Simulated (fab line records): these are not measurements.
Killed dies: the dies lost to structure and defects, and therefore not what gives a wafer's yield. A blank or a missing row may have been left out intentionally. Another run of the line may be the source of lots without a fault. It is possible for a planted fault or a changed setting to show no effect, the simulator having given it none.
fab line records	flow rit_cmos
record: lots: 7	wafers: 21	last_day: 7
route steps=202 shown ACTIVE@1 M1@202
lots untouched by any fault: they come from a run of this same line in which no faults occurred
start_h: start of the lot's first displayed wafer, in hours after the record's first day	wait_h: how many hours have passed since the lot's step before this one	" the same as in the row above	L1.1+2: a row that stands for several wafers	- no value, or no start given	* or withheld: withheld	< > ~ a bound
route shown NAME@n: NAME is a module with steps in the file, n the number in the route of the first one	usual: mean/standard deviation taken from wafers without a fault	same: alike in all rows	chamber/n: place in a boat	sites: the reading at each site	_std_site: the standard deviation of these	_edge_site: outer sites' mean less inner sites'	radius_mm: how far each site lies from the wafer's centre	mask NAME#n: copy n	behind: the most recent tool/chamber to have shaped the wafer	hold: the reason the lot was held/the length of the hold in hours/how it ended	device: transistor that didn't switch, given as n, p or np	end of line: tests of these same wafers at the route's end	a step with no rows: only its recipe	killed: the dies lost at the first sort to structure and to defects; this is not the yield of the wafer	map: shows each die of a wafer: x if killed, . if not, _ if none is there
set.NAME: the run value of the setting; set.NAME@STEP: its run value at that earlier step	model.NAME: the simulator's own value behind a step, which no gauge read
lots at selected steps of the route; one table per step, one row per wafer
services: the hour from which a tool's chamber was out of use, counted from the record's first day as start_h (under 0 if before that day), plus the number of hours and why
== steps ==
step: RIT_ACTIVE_BOW_MEAS_00
recipe: mode: bow
usual: INCOMING_BOW: 0/7
lot.wafer	tool	chamber	start_h	wait_h	INCOMING_BOW[um]
L679.1	film_metro-02	-	10.00	-	13
L679.2	"	-	"	"	-3
L679.3	"	-	"	"	0
L682.1	film_metro-02	-	25.00	-	2
L682.3	"	-	"	"	0
L682.6	"	-	"	"	-5
L683.3	film_metro-03	-	30.04	-	5
L683.5	"	-	"	"	13
L683.6	"	-	"	"	1
L686.1	film_metro-02	-	45.00	-	7
L686.2	"	-	"	"	-9
L686.4	"	-	"	"	4
L691.1	film_metro-01	-	70.00	-	2
L691.2	"	-	"	"	1
L691.6	"	-	"	"	1
L698.3	film_metro-03	-	105.04	-	-2
L698.4	"	-	"	"	-2
L698.5	"	-	"	"	-2
L699.1	film_metro-03	-	110.00	-	-4
L699.3	"	-	"	"	13
L699.6	"	-	"	"	1
step: RIT_ACTIVE_OXIDATION_01
recipe: temp_c: 1000	ambient: O2	target_thk_a: 468	ox_time_s: 3360
step: RIT_ACTIVE_THK_MEAS_02
recipe: reads: SiO2_of_ACTIVE_OXIDATION_01
usual: ACTIVE_OXIDE_THK: 46.6/0.76
lot.wafer	tool	chamber	start_h	wait_h	ACTIVE_OXIDE_THK[nm]
L679.1	film_metro-02	-	12.23	0.0	47.1
L679.2	"	-	"	"	46.8
L679.3	"	-	"	"	47.7
L682.1	film_metro-01	-	27.05	0.0	46.4
L682.3	"	-	"	"	47.4
L682.6	"	-	"	"	46.8
L683.3	film_metro-03	-	32.07	0.0	46.9
L683.5	"	-	"	"	46.9
L683.6	"	-	"	"	47.7
L686.1	film_metro-03	-	48.57	0.0	46.9
L686.2	"	-	"	"	47.2
L686.4	"	-	"	"	46.8
L691.1	film_metro-03	-	75.31	0.0	47.0
L691.2	"	-	"	"	47.5
L691.6	"	-	"	"	47.6
L698.3	film_metro-01	-	107.91	0.0	46.5
L698.4	"	-	"	"	46.4
L698.5	"	-	"	"	46.3
L699.1	film_metro-03	-	112.88	0.0	46.2
L699.3	"	-	"	"	45.4
L699.6	"	-	"	"	46.6
step: RIT_ACTIVE_CVD_03
recipe: material: Si3N4	target_thk_nm: 150	temp_c: 810	precursor: SiH2Cl2/NH3	time_s: 1500	pressure_mtorr: 300	sih2cl2_flow_sccm: 60	nh3_flow_sccm: 150
step: RIT_ACTIVE_THK_MEAS_04
recipe: reads: Si3N4_of_ACTIVE_CVD_03
usual: ACTIVE_NITRIDE_THK: 149.9/1.5
lot.wafer	tool	chamber	start_h	wait_h	ACTIVE_NITRIDE_THK[nm]
L679.1	film_metro-03	-	13.70	0.0	150.4
L679.2	"	-	"	"	149.8
L679.3	"	-	"	"	150.4
L682.1	film_metro-01	-	28.53	0.0	148.5
L682.3	"	-	"	"	148.4
L682.6	"	-	"	"	148.3
L683.3	film_metro-03	-	33.55	0.0	149.3
L683.5	"	-	"	"	150.0
L683.6	"	-	"	"	150.4
L686.1	film_metro-01	-	50.25	0.0	149.9
L686.2	"	-	"	"	150.1
L686.4	"	-	"	"	151.5
L691.1	film_metro-01	-	76.79	0.0	148.3
L691.2	"	-	"	"	147.7
L691.6	"	-	"	"	147.2
L698.3	film_metro-03	-	109.39	0.0	148.0
L698.4	"	-	"	"	147.0
L698.5	"	-	"	"	147.6
L699.1	film_metro-03	-	114.36	0.0	151.6
L699.3	"	-	"	"	153.2
L699.6	"	-	"	"	151.8
step: RIT_ACTIVE_HMDS_05
recipe: prime_time_s: 60	prime_temp_c: 140
step: RIT_ACTIVE_COAT_06
recipe: resist: NOVOLAK	spin_rpm: 3250	resist_thk_nm: 1000
step: RIT_ACTIVE_SOFTBAKE_07
recipe: resist: NOVOLAK	temp_c: 90	time_s: 60
step: RIT_ACTIVE_EXPOSE_08
recipe: mask_id: M1	na: 0.6	source_shape: conventional	sigma_outer: 0.6	target_cd_nm: 1400	dose_mj: 225
usual: exposure_dose_mJ_cm2: 224.93/0.27
lot.wafer	tool	chamber	start_h	wait_h	mask	exposure_dose_mJ_cm2
L679.1	iline_stepper-01	0	14.21	0.1	M1#0	225.37
L679.2	"	0	"	"	M1#0	225.19
L679.3	"	0	"	"	M1#0	225.34
L682.1	iline_stepper-01	0	29.16	0.2	M1#0	217.23
L682.3	"	0	"	"	M1#0	217.71
L682.6	"	0	"	"	M1#0	217.69
L683.3	iline_stepper-01	0	34.08	0.1	M1#0	218.97
L683.5	"	0	"	"	M1#0	218.99
L683.6	"	0	"	"	M1#0	219.03
L686.1	iline_stepper-01	0	50.88	0.2	M1#0	220.30
L686.2	"	0	"	"	M1#0	220.51
L686.4	"	0	"	"	M1#0	220.05
L691.1	iline_stepper-02	0	77.30	0.1	M1#0	224.94
L691.2	"	0	"	"	M1#0	225.02
L691.6	"	0	"	"	M1#0	225.16
L698.3	iline_stepper-02	0	110.04	0.2	M1#0	224.93
L698.4	"	0	"	"	M1#0	224.42
L698.5	"	0	"	"	M1#0	224.87
L699.1	iline_stepper-02	0	114.87	0.1	M1#0	224.71
L699.3	"	0	"	"	M1#0	224.77
L699.6	"	0	"	"	M1#0	224.87
step: RIT_ACTIVE_PEB_09
recipe: resist: NOVOLAK	temp_c: withheld	time_s: withheld
step: RIT_ACTIVE_DEVELOP_10
recipe: resist: NOVOLAK	develop_time_s: 50	dev_temp_c: 23
step: RIT_ACTIVE_CD_MEAS_11
recipe: target_cd_nm: 1400
usual: cd_nm: 1401.2/2.2
lot.wafer	tool	chamber	start_h	wait_h	cd_nm
L679.1	cd_sem-02	-	14.61	-	1396.6
L679.2	"	-	"	"	1397.7
L679.3	"	-	"	"	1397.6
L682.1	cd_sem-01	-	29.56	-	1409.2
L682.3	"	-	"	"	1407.9
L682.6	"	-	"	"	1409.1
L683.3	cd_sem-02	-	34.48	-	1407.4
L683.5	"	-	"	"	1407.8
L683.6	"	-	"	"	1406.2
L686.1	cd_sem-02	-	51.28	-	1404.7
L686.2	"	-	"	"	1407.1
L686.4	"	-	"	"	1405.6
L691.1	cd_sem-02	-	77.70	-	1404.2
L691.2	"	-	"	"	1403.4
L691.6	"	-	"	"	1403.7
L698.3	cd_sem-02	-	110.44	-	1401.3
L698.4	"	-	"	"	1402.4
L698.5	"	-	"	"	1401.3
L699.1	cd_sem-01	-	115.27	-	1397.3
L699.3	"	-	"	"	1399.5
L699.6	"	-	"	"	1400.3
step: RIT_ACTIVE_HARDBAKE_12
recipe: resist: NOVOLAK	temp_c: 140	time_s: 60
step: RIT_ACTIVE_ETCH_13
recipe: stop_on: SiO2	chemistry: SF6	target: Si3N4	time_s: 210	over_etch_frac: 0.4	SF6_flow_sccm: 200	pressure_mtorr: 260	rf_w: 125	target_depth_a: 2100
usual: drypump_motor_current_A: 5.6/0.55	oes_product_au: 0.823/0.014	throttle_valve_pct: 7.46/0.11
lot.wafer	tool	chamber	start_h	wait_h	drypump_motor_current_A	oes_product_au	rf_hours_counter_h	throttle_valve_pct	model.ACTIVE.cd_nm
L679.1	rie_diel-04	0	14.88	0.1	5.7	0.803	39	7.51	1397
L679.2	"	3	"	"	5.9	0.834	35	7.50	1398
L679.3	"	1	"	"	4.8	0.831	133	7.39	-
L682.1	rie_diel-02	1	29.83	0.1	5.8	0.801	52	7.55	1409
L682.3	"	3	"	"	6.0	0.841	94	7.63	1408
L682.6	"	0	"	"	5.2	0.838	-	7.34	1409
L683.3	rie_diel-04	3	34.71	0.1	5.9	0.826	35	7.49	1407
L683.5	"	2	"	"	6.5	0.823	-	7.46	1407
L683.6	"	1	"	"	4.8	0.821	-	7.38	1406
L686.1	rie_diel-04	1	51.55	0.1	4.8	0.824	133	7.37	1405
L686.2	"	2	"	"	6.5	0.821	0	7.44	1407
L686.4	"	0	"	"	5.7	0.808	39	7.50	1406
L691.1	rie_diel-04	3	77.97	0.1	5.9	0.820	36	7.50	1404
L691.2	"	1	"	"	4.8	0.819	134	7.37	1403
L691.6	"	0	"	"	5.7	0.802	-	7.52	1404
L698.3	rie_diel-02	1	110.67	0.1	5.8	0.807	54	7.53	1401
L698.4	"	3	"	"	6.0	0.835	95	7.61	-
L698.5	"	1	"	"	5.8	0.805	-	7.56	1401
L699.1	rie_diel-02	2	115.54	0.1	5.0	0.821	99	7.34	1397
L699.3	"	3	"	"	6.0	0.861	95	7.61	1400
L699.6	"	3	"	"	5.9	0.844	-	7.62	1400
step: RIT_ACTIVE_STRIP_14
recipe: chemistry: O2	time_s: 180	resist: NOVOLAK	platen_temp_c: withheld	power_w: 500	pressure_mtorr: 4000	o2_flow_sccm: 4000
usual: drypump_motor_current_A: 5.5/0.57
lot.wafer	tool	chamber	start_h	wait_h	drypump_motor_current_A	rf_hours_counter_h
L679.1	plasma_asher-03	0	15.02	0.1	5.8	40
L679.2	"	1	"	"	5.4	40
L679.3	"	1	"	"	5.4	-
L682.1	plasma_asher-03	0	30.05	0.1	5.8	43
L682.3	"	0	"	"	5.8	-
L682.6	"	0	"	"	5.8	-
L683.3	plasma_asher-03	1	34.90	0.1	5.4	-
L683.5	"	0	"	"	5.8	-
L683.6	"	1	"	"	5.4	-
L686.1	plasma_asher-01	0	51.68	0.1	5.3	33
L686.2	"	1	"	"	4.7	33
L686.4	"	0	"	"	5.3	-
L691.1	plasma_asher-02	0	78.10	0.1	6.5	24
L691.2	"	1	"	"	5.0	24
L691.6	"	0	"	"	6.5	-
L698.3	plasma_asher-02	0	110.87	0.1	6.4	-
L698.4	"	1	"	"	4.9	-
L698.5	"	1	"	"	5.0	-
L699.1	plasma_asher-02	0	115.67	0.1	6.5	29
L699.3	"	1	"	"	4.9	-
L699.6	"	1	"	"	5.0	-
step: RIT_M1_PROBE_99
usual: killed_at_front_end: 6.6/3	killed_dies: 6.6/3	killed_on_rim: 1.8/1.4	killed_open: 3.4/2	killed_short: 3.2/2
same: gross_dies: 264	killed_at_M0_to_M3: 0	killed_at_M4_up: 0	killed_at_back_side: 0	killed_at_contacts: 0	killed_at_other: 0
lot.wafer	tool	chamber	start_h	wait_h	killed_at_front_end	killed_dies	killed_on_rim	killed_open	killed_short
L686.1	prober-02	-	101.30	0.1	7	7	2	6	1
L686.2	prober-02	-	101.35	0.1	8	8	1	3	5
L686.4	prober-02	-	101.45	0.2	1	1	0	1	0
L691.1	prober-01	-	122.75	0.1	4	4	1	0	4
L691.2	prober-01	-	122.80	0.1	6	6	1	5	1
L691.6	prober-01	-	123.00	0.2	9	9	3	1	8
L698.3	prober-01	-	155.05	0.2	4	4	2	3	1
L698.4	prober-01	-	155.10	0.2	7	7	0	5	2
L698.5	prober-01	-	155.15	0.2	5	5	3	2	3
L699.1	prober-02	-	158.64	0.1	10	10	3	6	4
L699.3	prober-02	-	158.74	0.2	6	6	3	3	3
L699.6	prober-02	-	158.89	0.2	8	8	1	5	3
killed by level:class
L686.1 GATE:geometric_particle:open=2 SPACER:geometric_particle:open=2 FOX1:geometric_particle:open=1 FOX2:geometric_particle:open=1 GATE:geometric_particle:short=1
L686.2 GATE:geometric_particle:short=2 FOX1:geometric_particle:open=1 FOX1:geometric_particle:short=1 FOX2:geometric_particle:short=1 GATE:geometric_particle:open=1 REOX:geometric_particle:short=1 SPACER:geometric_particle:open=1
L686.4 SILICIDE:geometric_particle:open=1
L691.1 FOX2:geometric_particle:short=1 GATE:geometric_particle:short=1 REOX:geometric_particle:short=1 SILICIDE:geometric_particle:short=1
L691.2 GATE:geometric_particle:open=4 FOX1:geometric_particle:open=1 GATE:geometric_particle:short=1
L691.6 GATE:geometric_particle:short=6 FOX1:geometric_particle:short=1 SPACER:geometric_particle:short=1 SPACER:geometric_particle:open=1
L698.3 SPACER:geometric_particle:open=2 FOX1:geometric_particle:open=1 GATE:geometric_particle:short=1
L698.4 GATE:geometric_particle:open=2 FOX1:geometric_particle:open=1 FOX2:geometric_particle:open=1 GATE:geometric_particle:short=1 REOX:geometric_particle:short=1 SPACER:geometric_particle:open=1
L698.5 FOX1:geometric_particle:short=2 FOX1:geometric_particle:open=1 GATE:geometric_particle:open=1 SPACER:geometric_particle:short=1
L699.1 GATE:geometric_particle:open=2 SILICIDE:geometric_particle:open=2 FOX1:geometric_particle:short=1 FOX2:geometric_particle:short=1 GATE:geometric_particle:short=1 REOX:geometric_particle:open=1 SPACER:geometric_particle:open=1 SILICIDE:geometric_particle:short=1
L699.3 FOX1:geometric_particle:short=2 FOX2:geometric_particle:short=1 GATE:geometric_particle:open=1 REOX:geometric_particle:open=1 SILICIDE:geometric_particle:open=1
L699.6 GATE:geometric_particle:open=2 FOX1:geometric_particle:open=1 FOX2:geometric_particle:short=1 GATE:geometric_particle:short=1 SPACER:geometric_particle:open=1 SILICIDE:geometric_particle:open=1 SILICIDE:geometric_particle:short=1
== services ==
tool	chamber	start_h	hours	kind
rie_diel-04	-	-8.84	17.2	repair
plasma_asher-01	-	-0.74	46.7	repair
rie_diel-02	3	-0.68	2.8	repair
plasma_asher-01	-	0.47	1.5	repair
plasma_asher-01	-	3.49	14.3	repair
rie_diel-04	2	8.36	-	clean
rie_diel-04	2	8.36	23.7	scheduled_down
rie_diel-04	2	8.36	23.7	vent_cycle
plasma_asher-03	-	27.69	0.9	repair
iline_stepper-02	-	31.40	1.7	pm
iline_stepper-02	-	35.11	0.9	repair
iline_stepper-01	0	35.88	-	calibration
plasma_asher-01	-	38.42	0.3	repair
rie_diel-04	1	54.60	8.1	repair
rie_diel-02	3	60.54	7.6	repair
iline_stepper-02	0	64.84	-	calibration
rie_diel-04	2	71.74	8.0	repair
rie_diel-04	2	81.53	3.8	repair
iline_stepper-01	-	86.13	1.8	repair
rie_diel-04	2	94.22	3.2	repair
plasma_asher-01	-	108.75	9.0	pm
plasma_asher-01	0	108.75	9.0	vent_cycle
plasma_asher-01	1	108.75	9.0	vent_cycle
== key ==
first_sign: step: RIT_ACTIVE_EXPOSE_08	reading: exposure_dose_mJ_cm2	direction: down	sigmas: 22	usual: 224.93	struck: 218.94
effect: step: RIT_ACTIVE_CD_MEAS_11	reading: cd_nm	direction: up	sigmas: 2.8	usual: 1401.2	struck: 1407.2	through: control_loop
model_effect: step: RIT_ACTIVE_ETCH_13	value: ACTIVE.cd_nm	without: 1400	struck: 1407
met_at RIT_ACTIVE_EXPOSE_08
struck_wafers L682.1,L682.3,L682.6,L683.3,L683.5,L683.6,L686.1,L686.2,L686.4
tester_left_out L682,L683,L686
loop_trim: step: RIT_ACTIVE_EXPOSE_08	setting: dose	lots: L683,L686
onset_between 14.21 29.16
fault: kind: process_parameter_drift	tool: iline_stepper-01	chamber: -	onset_h: 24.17	steps: RIT_ACTIVE_EXPOSE_08	channel: dose_mj	offset: -7.2658	shape: step	acts_in: these_recipes_only	stated: 225
tester_left_out: of these lots the tester's yield and bins aren't shown, on N5 and GAA mostly nor the transistor test; their killed dies are dies lost to structure and defects alone, not to doping, threshold or leakage, so they don't give the yield
loop_trim: a control loop set the setting to another value than it would have without faults
